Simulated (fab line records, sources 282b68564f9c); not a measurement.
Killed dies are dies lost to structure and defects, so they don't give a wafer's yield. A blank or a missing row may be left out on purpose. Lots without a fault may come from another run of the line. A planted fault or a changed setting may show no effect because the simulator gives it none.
Which tool did it? | flow rit_cmos | 14 lots, 42 wafers sampled, at 5 steps of a route of 202

WHAT THE GAUGES READ, wafer by wafer
RIT_ACTIVE_BOW_MEAS_00.
lot  | measured    | on            | INCOMING_BOW (um)
L655 | day 1 10:00 | film_metro-01 | -6 -7 -1
L656 | day 1 15:00 | film_metro-02 | 3 0 0
L657 | day 1 20:01 | film_metro-01 | 1 -11 -5
L659 | day 2 06:00 | film_metro-01 | -12 9 2
L660 | day 2 11:00 | film_metro-02 | 1 -1 8
L661 | day 2 16:00 | film_metro-02 | -2 -7 10
L662 | day 2 21:00 | film_metro-01 | 7 0 0
L664 | day 3 07:02 | film_metro-02 | -4 -1 -4
L671 | day 4 18:02 | film_metro-04 | -5 7 -4
L672 | day 4 23:00 | film_metro-04 | 3 -10 -6
L673 | day 5 04:00 | film_metro-04 | 5 3 -2
L674 | day 5 09:00 | film_metro-04 | 8 1 -11
L676 | day 5 19:00 | film_metro-02 | 8 -2 -2
L677 | day 6 00:01 | film_metro-02 | -5 4 -6

RIT_NWELL_OVL_MEAS_06.
lot  | measured    | on         | NWELL_OVL (nm)
L655 | day 1 21:46 | overlay-02 | 0.3 0.8 -0.8
L656 | day 2 01:55 | overlay-01 | -0.6 0.5 -0.8
L657 | day 2 07:16 | overlay-01 | 1.2 0.7 -0.2
L659 | day 2 17:26 | overlay-02 | -3.3 -0.2 -1.8
L660 | day 3 00:28 | overlay-02 | -1.0 -0.4 0.0
L661 | day 3 05:16 | overlay-02 | -0.2 -0.7 0.6
L662 | day 3 10:29 | overlay-01 | 0.2 0.2 -1.0
L664 | day 3 19:34 | overlay-01 | 2.9 3.3 1.1
L671 | day 5 06:07 | overlay-01 | -1.8 -2.4 -1.1
L672 | day 5 11:11 | overlay-01 | -0.7 -5.0 -1.4
L673 | day 5 16:08 | overlay-01 | 0.7 -0.1 -1.1
L674 | day 5 21:13 | overlay-02 | -2.4 -3.4 -4.8
L676 | day 6 05:42 | overlay-02 | -2.5 -1.1 -1.0
L677 | day 6 11:56 | overlay-01 | 0.5 1.1 -0.6

RIT_CONTACT_CD_MEAS_90: target cd 1000 nm.
lot  | measured    | on        | cd_nm (nm)
L655 | day 3 07:29 | cd_sem-02 | 999.2 999.5 1000.3
L656 | day 3 13:24 | cd_sem-02 | 999.9 999.9 999.9
L657 | day 3 17:00 | cd_sem-02 | 1003.4 1004.6 1003.7
L659 | day 4 06:27 | cd_sem-02 | 997.2 997.0 998.8
L660 | day 4 10:12 | cd_sem-01 | 1005.6 1006.5 1003.7
L661 | day 4 16:56 | cd_sem-02 | - - -
L662 | day 4 20:29 | cd_sem-02 | - - -
L664 | day 5 07:47 | cd_sem-01 | 1002.0 1001.8 1001.0
L671 | day 6 17:26 | cd_sem-02 | 998.8 999.5 1000.2
L672 | day 6 18:53 | cd_sem-02 | 998.4 1000.4 1000.8
L673 | day 7 03:04 | cd_sem-01 | 994.9 999.9 997.7
L674 | day 7 10:26 | cd_sem-02 | 999.5 1000.9 999.0
L676 | day 7 16:32 | cd_sem-01 | 996.9 996.3 998.5
L677 | day 8 00:19 | cd_sem-01 | 1000.3 1001.0 1000.0

WHICH TOOL RAN EACH LOT (tool, then ch and the chambers of the sampled wafers, then the start)
lot  | RIT_ACTIVE_STRIP_14                 | RIT_CONTACT_CVD_00
L655 | plasma_asher-04 ch 0,1, day 1 14:58 | pecvd-04 ch 0,1,2, day 3 05:20
L656 | plasma_asher-04 ch 0,1, day 1 20:33 | pecvd-02 ch 0,1, day 3 11:39
L657 | plasma_asher-01 ch 0,1, day 2 00:50 | pecvd-01 ch 0,1,2, day 3 15:14
L659 | plasma_asher-04 ch 0,1, day 2 11:32 | pecvd-02 ch 0,1,2, day 4 04:35
L660 | plasma_asher-04 ch 0,1, day 2 17:16 | pecvd-01 ch 0,1,2, day 4 08:27
L661 | plasma_asher-04 ch 0,1, day 2 23:51 | pecvd-04 ch 0,2, day 4 14:58
L662 | plasma_asher-03 ch 0,1, day 3 03:17 | pecvd-02 ch 0,1,2, day 4 18:40
L664 | plasma_asher-04 ch 0,1, day 3 14:10 | pecvd-04 ch 0,1,2, day 5 05:22
L671 | plasma_asher-01 ch 0,1, day 5 00:53 | pecvd-02 ch 1,2, day 6 15:31
L672 | plasma_asher-01 ch 0,1, day 5 03:50 | pecvd-01 ch 0,1,2, day 6 17:08
L673 | plasma_asher-03 ch 0,1, day 5 09:20 | pecvd-04 ch 0,1, day 7 01:19
L674 | plasma_asher-03 ch 0,1, day 5 15:49 | pecvd-01 ch 0,1, day 7 08:34
L676 | plasma_asher-03 ch 0,1, day 6 00:11 | pecvd-04 ch 0,1, day 7 14:32
L677 | plasma_asher-03 ch 0,1, day 6 05:11 | pecvd-02 ch 0,2, day 7 22:33
- RIT_ACTIVE_STRIP_14: strips in O2, time 180 s.
- RIT_CONTACT_CVD_00: deposits SiO2 from TEOS, target thk 400 nm, time 61 s.

WHAT THE TOOLS THEMSELVES READ (means of the sampled wafers that have a number; where no wafer has one, the mark that the record gives instead)
RIT_ACTIVE_STRIP_14.
lot  | tool            | drypump_motor_current_A (A)
L655 | plasma_asher-04 | 5.1
L656 | plasma_asher-04 | 5.1
L657 | plasma_asher-01 | 5.9
L659 | plasma_asher-04 | 5.3
L660 | plasma_asher-04 | 5.3
L661 | plasma_asher-04 | 5.1
L662 | plasma_asher-03 | 5.5
L664 | plasma_asher-04 | 5.3
L671 | plasma_asher-01 | 5.9
L672 | plasma_asher-01 | 5.7
L673 | plasma_asher-03 | 5.5
L674 | plasma_asher-03 | 5.6
L676 | plasma_asher-03 | 5.5
L677 | plasma_asher-03 | 5.6

RIT_CONTACT_CVD_00.
lot  | tool     | heater_power_w (W) | rf_fwd_power_W (W)
L655 | pecvd-04 | 316                | 397.5
L656 | pecvd-02 | 339                | 397.4
L657 | pecvd-01 | 263                | 396.4
L659 | pecvd-02 | 320                | 396.1
L660 | pecvd-01 | 268                | 397.3
L661 | pecvd-04 | -                  | -
L662 | pecvd-02 | -                  | -
L664 | pecvd-04 | 321                | 397.6
L671 | pecvd-02 | 306                | 396.5
L672 | pecvd-01 | 300                | 395.4
L673 | pecvd-04 | 356                | 396.6
L674 | pecvd-01 | 267                | 397.8
L676 | pecvd-04 | 336                | 396.0
L677 | pecvd-02 | 333                | 396.1

THE ANSWER, worked out from the rows above alone
Rule: what is usual is taken from the lots themselves. Put in order of their means at a reading, lots are off if they are a third of the lots or fewer, leave a main group of 4 or more, and stand apart from it by a gap of 3 or more times the standard deviation of the main group's means; of several such gaps the widest counts. A main group whose means are all the same, to the digits that the tables above print for the reading, isn't used. A lot without any number at a reading at which 4 lots or more have one is off too. The other lots that the step has rows for count as sound. The gauges are gone through in route order, then the tools' own readings, and for those a lot's mean is taken as printed above. The first step at which some lot is off is used, and at that step the reading that is off furthest; a lot without a number counts as furthest.
Off: L661, L662, at RIT_CONTACT_CD_MEAS_90 (cd_nm). Without a number there: L661, L662. The main group: mean 1000.2 nm, standard deviation 2.3.
A tool fits if, at a process step before that reading, it ran every lot that is off, and no sound lot after the first of them. The gauges at RIT_CONTACT_CD_MEAS_90 aren't tried: what is off there is off at RIT_CONTACT_CVD_00 too, on other tools, and a gauge's error can't cause that. None of those tried fits.

WHAT THE SIMULATOR HAD PUT IN
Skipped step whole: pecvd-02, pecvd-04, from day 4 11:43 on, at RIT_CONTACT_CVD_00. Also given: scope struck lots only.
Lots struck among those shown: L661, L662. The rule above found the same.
